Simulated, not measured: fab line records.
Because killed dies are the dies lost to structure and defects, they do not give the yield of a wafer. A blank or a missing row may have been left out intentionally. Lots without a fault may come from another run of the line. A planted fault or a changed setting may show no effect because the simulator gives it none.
Problem report, 8D (eight disciplines) form, completed by code -- flow berkeley_cmos170 -- the parts of the form that need people (team, actions taken, sign-off) are left out

== 1. PROBLEM STATEMENT ==
Wafers without a fault read 79.998, standard deviation 0.025; beam_energy_keV at UCB170_PFIELD_IMPLANT_07 reads a mean of 85.563 on 9 wafers belonging to 3 lots. That is +99 or more standard deviations from the usual mean.
The first sign was on wafer L158.1 at day 7 06:04, on implanter-01. The record holds 45 wafers of 15 lots with a number at this step. By rule, "out" or "out of limits" means more than 4 standard deviations away from the usual mean. All remaining wafers that have a number are taken as sound.

== 2. WHAT IT IS, AND WHAT IT ISN'T ==
question,is,is not
which readings at this step,beam_energy_keV,end_station_pressure_torr
which lots,"L158, L160, L161","L143, L144, L145, L148, L149, L150, L151, L152, L153, L154, L155, L159"
which wafers of those lots,all that have a number,-
read on which tools,implanter-01,"implanter-02, implanter-03"
when,from day 7 06:04,up to then (33 sound wafers); but 3 sound wafers of L159 came after

== 3. WHAT RULES OUT EACH SUSPECT ==
Counting: a tool stays on the suspect list if, at a process step up to the reading, it processed all lots that are out and no sound lot following the first of them.
- implanter-01 at UCB170_PFIELD_IMPLANT_07: kept. Every lot that is out went through it, starting with L158 (day 7 06:04), and after that it ran no sound lot; the last sound lot it ran before then is L153 (day 6 03:20). Its own beam_energy_keV readings are out on those wafers.
The count leaves implanter-01 at UCB170_PFIELD_IMPLANT_07.

== 4. THE CAUSE (what the simulator had put in) ==
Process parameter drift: implanter-01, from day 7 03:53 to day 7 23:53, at UCB170_PFIELD_IMPLANT_07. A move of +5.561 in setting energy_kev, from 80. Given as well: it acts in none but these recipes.
This tool alone remained once counting was done.

== 5. THE EFFECT CHAIN, in route order ==
One row per reading whose mean, taken over the struck wafers that have a number, lies over 3 standard deviations from the usual. Only readings whose record carries a usual standard deviation are examined. hours: median over the lots of the time between each lot's start at the first step of this table that gives one and its start at this step. sigmas: the change, counted in usual standard deviations.
hours,step,reading,usual,on struck wafers,change,sigmas
0,UCB170_PFIELD_IMPLANT_07,beam_energy_keV,79.998,85.563,+5.565,+99 or more
The process steps in it:
- UCB170_PFIELD_IMPLANT_07

== 6. HOW IT WOULD HAVE BEEN CAUGHT EARLIER ==
2 hours passed between the start of the fault at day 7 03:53 and the first reading out of limits in this record, taken at day 7 06:04.
